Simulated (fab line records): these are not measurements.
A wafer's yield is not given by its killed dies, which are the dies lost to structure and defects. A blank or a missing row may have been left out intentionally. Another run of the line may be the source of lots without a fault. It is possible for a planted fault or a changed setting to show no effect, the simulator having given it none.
Problem report, 8D (eight disciplines) form, completed by code || flow rit-cmos || the parts of the form that need people (team, actions taken, sign-off) are left out

== 1. WHAT WENT WRONG ==
Mean PSD_RS at RIT_SDANNEAL_RS_MEAS_04: 165.74 ohm/sq over 6 wafers in 2 lots; fault-free wafers: 115.93 ohm/sq, standard deviation 0.26. That is +99 or more standard deviations from the usual mean.
The step: measures by four-point-probe.
Earliest sighting: wafer L882.1 on film-metro-04 at day 6 23:56. Wafers with a number at this step in the record: 42, from 14 lots. Rule for "out" (also "out of limits"): further than 4 standard deviations from the usual mean. The rest of the wafers with a number are treated as sound.

== 2. WHAT THIS IS AND IS NOT ==
{"question": "which readings at this step", "is": "PSD_RS", "is not": "-"}
{"question": "which lots", "is": "L882, L884", "is not": "L864, L865, L866, L867, L869, L870, L871, L872, L873, L874, L875, L887"}
{"question": "which wafers of those lots", "is": "all that have a number", "is not": "-"}
{"question": "read on which gauges", "is": "film-metro-02, film-metro-04", "is not": "film-metro-03"}
{"question": "when", "is": "from day 6 23:56", "is not": "up to then (33 sound wafers); but 3 sound wafers of L887 came after"}

== 3. SUSPECTS, AND WHAT RULES EACH OUT ==
Counting: any tool at a process step up to the reading is kept as a suspect provided that every lot that is out went through it and no sound lot did after the first of them.
- ruled out: the gauge at RIT_SDANNEAL_RS_MEAS_04. The wafers that are out were read on 2 gauges (film-metro-02, film-metro-04).
- rtp-anneal-01 at RIT_SDANNEAL_RTA_03 (time 5 s): kept. All lots that are out passed through it, beginning with L882 at day 6 23:52, and no sound lot followed; its final sound lot before that point was L874 at day 5 08:50. Its own readings are out on those wafers: wafer_temp_C_max.
Remaining after the count: rtp-anneal-01 at RIT_SDANNEAL_RTA_03.

== 4. THE CAUSE (what the simulator had put in) ==
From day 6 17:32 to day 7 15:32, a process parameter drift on rtp-anneal-01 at RIT_SDANNEAL_RTA_03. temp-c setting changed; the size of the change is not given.
The count eliminated every tool but this one.

== 5. SEQUENCE OF EFFECTS, ordered by route ==
Each row: a reading whose mean over the struck wafers that have a number lies more than 3 standard deviations from the usual. Only readings for which the record gives a usual standard deviation are gone through. hours: the time from each lot's start at the first step in this table that gives one to its start at this step, as a median over the lots. sigmas: the change in usual standard deviations.
{"hours": 0, "step": "RIT_SDANNEAL_RTA_03", "reading": "wafer_temp_C_max", "usual": 1053.7, "on struck wafers": 988.0, "change": -65.7, "sigmas": -55}
{"hours": 0, "step": "RIT_SDANNEAL_RS_MEAS_04", "reading": "PSD_RS", "usual": "115.93 ohm/sq", "on struck wafers": 165.74, "change": "+49.81", "sigmas": "+99 or more"}
{"hours": 0, "step": "RIT_SDANNEAL_RS_MEAS_05", "reading": "NSD_RS", "usual": "84.58 ohm/sq", "on struck wafers": 87.19, "change": "+2.61", "sigmas": "+10"}
{"hours": 0, "step": "RIT_SDANNEAL_RS_MEAS_06", "reading": "PLDD_RS", "usual": "178.8 ohm/sq", "on struck wafers": 246.0, "change": "+67.2", "sigmas": "+99 or more"}
It contains these process steps:
- RIT_SDANNEAL_RTA_03: time 5 s.
At these later measuring or inspecting steps, every struck wafer for which the step has a row has a number for every such reading, and none has moved that far: RIT_SILICIDE_RS_MEAS_02.

== 6. WHAT WOULD HAVE CAUGHT IT SOONER ==
The first out-of-limits reading at a measuring or inspecting step in this record came at day 6 23:56, 6 hours after the fault's start at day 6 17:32.
Tool's own readings at RIT_SDANNEAL_RTA_03, wafer_temp_C_max: out on all struck wafers the step has rows for; an alarm limit on them would have tripped on the first.
L884, from the lots that are out (2), started RIT_SDANNEAL_RTA_03 on rtp-anneal-01 later than day 6 23:56. A hold on the tool at that time would have spared it.
